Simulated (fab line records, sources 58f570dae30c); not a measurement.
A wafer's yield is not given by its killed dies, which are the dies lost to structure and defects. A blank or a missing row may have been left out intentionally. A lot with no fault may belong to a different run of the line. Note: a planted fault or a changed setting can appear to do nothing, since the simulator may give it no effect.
Which tool was responsible? || flow berkeley-cmos170 || 14 lots, 42 wafers sampled, at 4 steps of a route of 331

## WHAT EACH GAUGE READ, for each wafer
UCB170_SDANNEAL_RS_MEAS_02: uses a four-point probe to measure. Usual: PSD_RS typically reads 75.5 ohm/sq, with standard deviation 0.31.
{"lot": "L166", "measured": "day 7 07:16", "on": "film-metro-03", "PSD_RS (ohm/sq)": "75.5 75.1 75.3", "flag": ""}
{"lot": "L165", "measured": "day 7 07:50", "on": "film-metro-02", "PSD_RS (ohm/sq)": "75.8 75.9 75.8", "flag": ""}
{"lot": "L167", "measured": "day 7 08:05", "on": "film-metro-01", "PSD_RS (ohm/sq)": "75.6 75.8 75.8", "flag": ""}
{"lot": "L169", "measured": "day 7 20:54", "on": "film-metro-03", "PSD_RS (ohm/sq)": "75.4 75.9 75.9", "flag": ""}
{"lot": "L172", "measured": "day 8 08:28", "on": "film-metro-02", "PSD_RS (ohm/sq)": "75.8 75.8 75.6", "flag": ""}
{"lot": "L171", "measured": "day 8 08:40", "on": "film-metro-01", "PSD_RS (ohm/sq)": "75.6 75.6 75.6", "flag": ""}
{"lot": "L173", "measured": "day 8 21:10", "on": "film-metro-02", "PSD_RS (ohm/sq)": "75.2 75.1 75.1", "flag": ""}
{"lot": "L176", "measured": "day 9 08:08", "on": "film-metro-01", "PSD_RS (ohm/sq)": "75.6 75.6 75.8", "flag": ""}
{"lot": "L183", "measured": "day 9 22:56", "on": "film-metro-03", "PSD_RS (ohm/sq)": "75.2 75.2 75.1", "flag": ""}
{"lot": "L182", "measured": "day 9 23:11", "on": "film-metro-01", "PSD_RS (ohm/sq)": "75.4 75.9 75.7", "flag": ""}
{"lot": "L184", "measured": "day 10 20:17", "on": "film-metro-01", "PSD_RS (ohm/sq)": "75.3 75.2 75.2", "flag": ""}
{"lot": "L188", "measured": "day 10 20:40", "on": "film-metro-02", "PSD_RS (ohm/sq)": "76.2 76.1 75.7", "flag": ""}
{"lot": "L185", "measured": "day 10 21:32", "on": "film-metro-03", "PSD_RS (ohm/sq)": "75.5 75.5 75.7", "flag": ""}
{"lot": "L186", "measured": "day 11 02:01", "on": "film-metro-03", "PSD_RS (ohm/sq)": "75.7 75.6 75.6", "flag": ""}

UCB170_V1_OVL_MEAS_13. Usual: V1_OVL typically reads 1 nm, with standard deviation 4.8.
{"lot": "L166", "measured": "day 7 20:47", "on": "overlay-01", "V1_OVL (nm)": "-5 1 -3", "flag": ""}
{"lot": "L165", "measured": "day 8 01:08", "on": "overlay-01", "V1_OVL (nm)": "4 3 1", "flag": ""}
{"lot": "L167", "measured": "day 8 00:51", "on": "overlay-02", "V1_OVL (nm)": "0 3 3", "flag": ""}
{"lot": "L169", "measured": "day 8 13:19", "on": "overlay-01", "V1_OVL (nm)": "1 -4 -2", "flag": ""}
{"lot": "L172", "measured": "day 9 02:50", "on": "overlay-01", "V1_OVL (nm)": "-3 -1 5", "flag": ""}
{"lot": "L171", "measured": "day 9 03:13", "on": "overlay-02", "V1_OVL (nm)": "4 11 8", "flag": ""}
{"lot": "L173", "measured": "day 9 15:37", "on": "overlay-02", "V1_OVL (nm)": "4 -3 -3", "flag": ""}
{"lot": "L176", "measured": "day 10 00:33", "on": "overlay-02", "V1_OVL (nm)": "2 5 2", "flag": ""}
{"lot": "L183", "measured": "day 10 19:49", "on": "overlay-02", "V1_OVL (nm)": "-2 -2 -3", "flag": ""}
{"lot": "L182", "measured": "day 10 19:27", "on": "overlay-01", "V1_OVL (nm)": "9 5 7", "flag": ""}
{"lot": "L184", "measured": "day 11 10:59", "on": "overlay-02", "V1_OVL (nm)": "3 2 2", "flag": ""}
{"lot": "L188", "measured": "day 11 11:16", "on": "overlay-01", "V1_OVL (nm)": "7 9 6", "flag": ""}
{"lot": "L185", "measured": "day 11 11:49", "on": "overlay-01", "V1_OVL (nm)": "-5 1 2", "flag": ""}
{"lot": "L186", "measured": "day 11 19:22", "on": "overlay-02", "V1_OVL (nm)": "7 4 3", "flag": ""}

## EACH LOT AND THE TOOL THAT RAN IT (in order: tool; ch and the chambers of the sampled wafers; start)
{"lot": "L166", "UCB170_M1_ETCH_11": "rie-diel-04 ch 1,2,3, day 7 15:31", "UCB170_M1_STRIP_13": "plasma-asher-04 ch 0,1, day 7 15:41"}
{"lot": "L165", "UCB170_M1_ETCH_11": "rie-diel-02 ch 0,2,3, day 7 19:11", "UCB170_M1_STRIP_13": "plasma-asher-02 ch 0,1, day 7 19:22"}
{"lot": "L167", "UCB170_M1_ETCH_11": "rie-diel-03 ch 0,3, day 7 19:25", "UCB170_M1_STRIP_13": "plasma-asher-04 ch 0,1, day 7 19:36"}
{"lot": "L169", "UCB170_M1_ETCH_11": "rie-diel-03 ch 0,2, day 8 07:26", "UCB170_M1_STRIP_13": "plasma-asher-03 ch 0,1, day 8 07:37"}
{"lot": "L172", "UCB170_M1_ETCH_11": "rie-diel-03 ch 0,1,3, day 8 15:53", "UCB170_M1_STRIP_13": "plasma-asher-03 ch 0,1, day 8 16:05"}
{"lot": "L171", "UCB170_M1_ETCH_11": "rie-diel-02 ch 1,3, day 8 17:41", "UCB170_M1_STRIP_13": "plasma-asher-04 ch 0,1, day 8 17:51"}
{"lot": "L173", "UCB170_M1_ETCH_11": "rie-diel-02 ch 1,2, day 9 06:43", "UCB170_M1_STRIP_13": "plasma-asher-03 ch 0,1, day 9 06:53"}
{"lot": "L176", "UCB170_M1_ETCH_11": "rie-diel-03 ch 1,2,3, day 9 17:57", "UCB170_M1_STRIP_13": "plasma-asher-03 ch 0,1, day 9 18:07"}
{"lot": "L183", "UCB170_M1_ETCH_11": "rie-diel-04 ch 0,3, day 10 11:15", "UCB170_M1_STRIP_13": "plasma-asher-02 ch 0,1, day 10 11:25"}
{"lot": "L182", "UCB170_M1_ETCH_11": "rie-diel-02 ch 1,2,3, day 10 10:55", "UCB170_M1_STRIP_13": "plasma-asher-03 ch 0,1, day 10 11:05"}
{"lot": "L184", "UCB170_M1_ETCH_11": "rie-diel-02 ch 0,1, day 11 02:49", "UCB170_M1_STRIP_13": "plasma-asher-02 ch 0,1, day 11 02:59"}
{"lot": "L188", "UCB170_M1_ETCH_11": "rie-diel-02 ch 0,3, day 11 04:37", "UCB170_M1_STRIP_13": "plasma-asher-02 ch 0,1, day 11 04:47"}
{"lot": "L185", "UCB170_M1_ETCH_11": "rie-diel-02 ch 0,1,3, day 11 05:10", "UCB170_M1_STRIP_13": "plasma-asher-04 ch 0,1, day 11 05:21"}
{"lot": "L186", "UCB170_M1_ETCH_11": "rie-diel-04 ch 0,1,3, day 11 12:07", "UCB170_M1_STRIP_13": "plasma-asher-03 ch 0,1, day 11 12:18"}
- UCB170_M1_ETCH_11: etches BARC in N2/H2.
- UCB170_M1_STRIP_13: strips in O2.

## WHAT THE TOOLS THEMSELVES READ (means of the sampled wafers that have a number; where no wafer has one, the mark that the record gives instead)
UCB170_M1_ETCH_11. Usual: bias-w 99.98 W, standard deviation 0.29; drypump-motor-current-A 5.58 A, standard deviation 0.27; oes-product-au 1.003 a.u., standard deviation 0.018; throttle-valve-pct 13.22 %, standard deviation 0.21.
{"lot": "L166", "tool": "rie-diel-04", "bias-w (W)": 100.09, "drypump-motor-current-A (A)": 5.45, "oes-product-au (a.u.)": 1.003, "throttle-valve-pct (%)": 13.46, "flag": ""}
{"lot": "L165", "tool": "rie-diel-02", "bias-w (W)": 100.30, "drypump-motor-current-A (A)": 5.78, "oes-product-au (a.u.)": 1.009, "throttle-valve-pct (%)": 13.07, "flag": ""}
{"lot": "L167", "tool": "rie-diel-03", "bias-w (W)": 99.88, "drypump-motor-current-A (A)": 5.46, "oes-product-au (a.u.)": 0.988, "throttle-valve-pct (%)": 13.03, "flag": ""}
{"lot": "L169", "tool": "rie-diel-03", "bias-w (W)": 100.16, "drypump-motor-current-A (A)": 5.27, "oes-product-au (a.u.)": 0.991, "throttle-valve-pct (%)": 13.16, "flag": ""}
{"lot": "L172", "tool": "rie-diel-03", "bias-w (W)": 80.95, "drypump-motor-current-A (A)": 5.68, "oes-product-au (a.u.)": 0.952, "throttle-valve-pct (%)": 13.10, "flag": "OFF"}
{"lot": "L171", "tool": "rie-diel-02", "bias-w (W)": 100.17, "drypump-motor-current-A (A)": 5.49, "oes-product-au (a.u.)": 1.039, "throttle-valve-pct (%)": 13.16, "flag": ""}
{"lot": "L173", "tool": "rie-diel-02", "bias-w (W)": 99.94, "drypump-motor-current-A (A)": 5.84, "oes-product-au (a.u.)": 1.002, "throttle-valve-pct (%)": 13.14, "flag": ""}
{"lot": "L176", "tool": "rie-diel-03", "bias-w (W)": 80.83, "drypump-motor-current-A (A)": 5.60, "oes-product-au (a.u.)": 0.951, "throttle-valve-pct (%)": 13.16, "flag": "OFF"}
{"lot": "L183", "tool": "rie-diel-04", "bias-w (W)": 100.02, "drypump-motor-current-A (A)": 5.44, "oes-product-au (a.u.)": 0.996, "throttle-valve-pct (%)": 13.46, "flag": ""}
{"lot": "L182", "tool": "rie-diel-02", "bias-w (W)": 99.82, "drypump-motor-current-A (A)": 5.77, "oes-product-au (a.u.)": 1.012, "throttle-valve-pct (%)": 13.11, "flag": ""}
{"lot": "L184", "tool": "rie-diel-02", "bias-w (W)": 99.93, "drypump-motor-current-A (A)": 5.73, "oes-product-au (a.u.)": 1.000, "throttle-valve-pct (%)": 13.11, "flag": ""}
{"lot": "L188", "tool": "rie-diel-02", "bias-w (W)": 99.48, "drypump-motor-current-A (A)": 5.62, "oes-product-au (a.u.)": 1.004, "throttle-valve-pct (%)": 13.09, "flag": ""}
{"lot": "L185", "tool": "rie-diel-02", "bias-w (W)": 99.93, "drypump-motor-current-A (A)": 5.61, "oes-product-au (a.u.)": 1.012, "throttle-valve-pct (%)": 13.14, "flag": ""}
{"lot": "L186", "tool": "rie-diel-04", "bias-w (W)": 100.16, "drypump-motor-current-A (A)": 5.46, "oes-product-au (a.u.)": 0.990, "throttle-valve-pct (%)": 13.41, "flag": ""}

UCB170_M1_STRIP_13. Usual: drypump-motor-current-A 5.9 A, standard deviation 0.59; oes-product-au 0.720 a.u., standard deviation 0.0044.
{"lot": "L166", "tool": "plasma-asher-04", "drypump-motor-current-A (A)": 6.1, "oes-product-au (a.u.)": 0.725, "flag": ""}
{"lot": "L165", "tool": "plasma-asher-02", "drypump-motor-current-A (A)": 6.3, "oes-product-au (a.u.)": 0.723, "flag": ""}
{"lot": "L167", "tool": "plasma-asher-04", "drypump-motor-current-A (A)": 5.7, "oes-product-au (a.u.)": 0.720, "flag": ""}
{"lot": "L169", "tool": "plasma-asher-03", "drypump-motor-current-A (A)": 5.9, "oes-product-au (a.u.)": 0.717, "flag": ""}
{"lot": "L172", "tool": "plasma-asher-03", "drypump-motor-current-A (A)": 5.9, "oes-product-au (a.u.)": 0.718, "flag": ""}
{"lot": "L171", "tool": "plasma-asher-04", "drypump-motor-current-A (A)": 5.7, "oes-product-au (a.u.)": 0.715, "flag": ""}
{"lot": "L173", "tool": "plasma-asher-03", "drypump-motor-current-A (A)": 5.8, "oes-product-au (a.u.)": 0.717, "flag": ""}
{"lot": "L176", "tool": "plasma-asher-03", "drypump-motor-current-A (A)": 5.9, "oes-product-au (a.u.)": 0.717, "flag": ""}
{"lot": "L183", "tool": "plasma-asher-02", "drypump-motor-current-A (A)": 6.3, "oes-product-au (a.u.)": 0.718, "flag": ""}
{"lot": "L182", "tool": "plasma-asher-03", "drypump-motor-current-A (A)": 5.9, "oes-product-au (a.u.)": 0.719, "flag": ""}
{"lot": "L184", "tool": "plasma-asher-02", "drypump-motor-current-A (A)": 5.7, "oes-product-au (a.u.)": 0.722, "flag": ""}
{"lot": "L188", "tool": "plasma-asher-02", "drypump-motor-current-A (A)": 6.3, "oes-product-au (a.u.)": 0.724, "flag": ""}
{"lot": "L185", "tool": "plasma-asher-04", "drypump-motor-current-A (A)": 5.7, "oes-product-au (a.u.)": 0.718, "flag": ""}
{"lot": "L186", "tool": "plasma-asher-03", "drypump-motor-current-A (A)": 5.9, "oes-product-au (a.u.)": 0.723, "flag": ""}

## THE ANSWER, worked out from the rows above alone
Rule: lot off if the mean of its wafers having a number is beyond 3 standard deviations from the usual mean. Also off: a lot with no number at a reading for which 4 or more lots have one. Where the step has rows for the other lots, those lots are counted as sound. Order of review: gauges by route order, followed by the tools' own readings, for which a lot's mean as printed above is used. The first step at which some lot is off is used, and at that step the reading that is off furthest; a lot without a number counts as furthest.
Off, at UCB170_M1_ETCH_11 on bias-w: L172, L176.
If a tool, at that step or one of the process steps before it, ran each lot that is off and ran no sound lot following the first of them, it fits. One candidate fits, namely rie-diel-03 at UCB170_M1_ETCH_11. Its last sound lot is L169 (day 8 07:26), its first lot that is off L172 (day 8 15:53): a fault that began between those two fits.
On the lots that are off, the tool's own readings at UCB170_M1_ETCH_11 differ by more than 5 times the standard deviation of the sound lots' means, which bears it out; bias-w reads 80.89 W there versus 99.99 W on the sound lots.

## WHAT THE SIMULATOR PUT IN
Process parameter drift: rie-diel-03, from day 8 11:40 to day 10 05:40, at UCB170_M1_ETCH_11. Setting bias-w shifted by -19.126 from 100. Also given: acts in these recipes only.
Struck lots among those shown: L172, L176. Same finding as the rule above.
